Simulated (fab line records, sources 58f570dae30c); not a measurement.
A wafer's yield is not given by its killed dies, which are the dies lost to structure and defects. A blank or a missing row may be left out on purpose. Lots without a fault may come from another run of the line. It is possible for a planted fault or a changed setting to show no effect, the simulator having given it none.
2 desks, one fault || flow berkeley cmos170 || every desk sees just its own numbers, and what lay behind them comes last

== TOOL OWNER'S DESK, plasma asher-03 ==
The tool's own readings at UCB170_ZERO_STRIP_07 (strips in O2): means of the sampled wafers that have a number, for each lot that ran on this tool. If a lot's mean is further than 4 standard deviations from the usual mean, the lot is out of limits and carries the mark OUT (the distance appears in the brackets).
Columns: A = chamber pressure mTorr at UCB170_ZERO_STRIP_07, usual 3499.9 mTorr; B = drypump motor current A at UCB170_ZERO_STRIP_07, usual 5.8 A; C = oes product au at UCB170_ZERO_STRIP_07, usual 0.727 a.u.; D = strip time to endpoint s at UCB170_ZERO_STRIP_07, usual 21.45 s
{"lot": "L487", "first seen here": "day 1 17:38", "A": 3497.4, "B": 5.5, "C": 0.725, "D": 21.42}
{"lot": "L504", "first seen here": "day 5 07:38", "A": 3498.5, "B": 5.5, "C": 0.725, "D": 21.36}
{"lot": "L505", "first seen here": "day 5 16:05", "A": 3498.5, "B": 6.0, "C": 0.723, "D": 21.55}
{"lot": "L507", "first seen here": "day 6 03:51", "A": 3500.4, "B": 6.5, "C": 0.732, "D": 21.46}
This desk's verdict: no lot among the 4 shows anything out of limits.

== THE METROLOGY DESK ==
Lot by lot, what the gauges showed, no matter which tool ran the lot: averages of those sampled wafers that carry a number. If a lot's mean is further than 4 standard deviations from the usual mean, the lot is out of limits and carries the mark OUT (the distance appears in the brackets).
Columns: A = M3_OVL at UCB170_M3_OVL_MEAS_16, usual -2 nm
{"lot": "L487", "first seen here": "day 8 13:49", "A": -2}
{"lot": "L489", "first seen here": "day 9 07:15", "A": -8}
{"lot": "L490", "first seen here": "day 9 21:38", "A": 6}
{"lot": "L492", "first seen here": "day 9 23:22", "A": 1}
{"lot": "L493", "first seen here": "day 10 04:11", "A": -1}
{"lot": "L494", "first seen here": "day 10 04:26", "A": 5}
{"lot": "L503", "first seen here": "day 13 05:10", "A": -2}
{"lot": "L504", "first seen here": "day 13 05:25", "A": 1}
{"lot": "L505", "first seen here": "day 13 05:45", "A": 1}
{"lot": "L507", "first seen here": "day 14 09:14", "A": -4}
{"lot": "L509", "first seen here": "day 15 01:59", "A": 5}
{"lot": "L510", "first seen here": "day 15 02:20", "A": -7}
This desk's verdict: no lot among the 12 shows anything out of limits.

== TAKEN TOGETHER ==
The desk of the tool owner found nothing out of limits.
From the metrology desk's view, nothing was out of limits.

== WHAT THE SIMULATOR PUT IN ==
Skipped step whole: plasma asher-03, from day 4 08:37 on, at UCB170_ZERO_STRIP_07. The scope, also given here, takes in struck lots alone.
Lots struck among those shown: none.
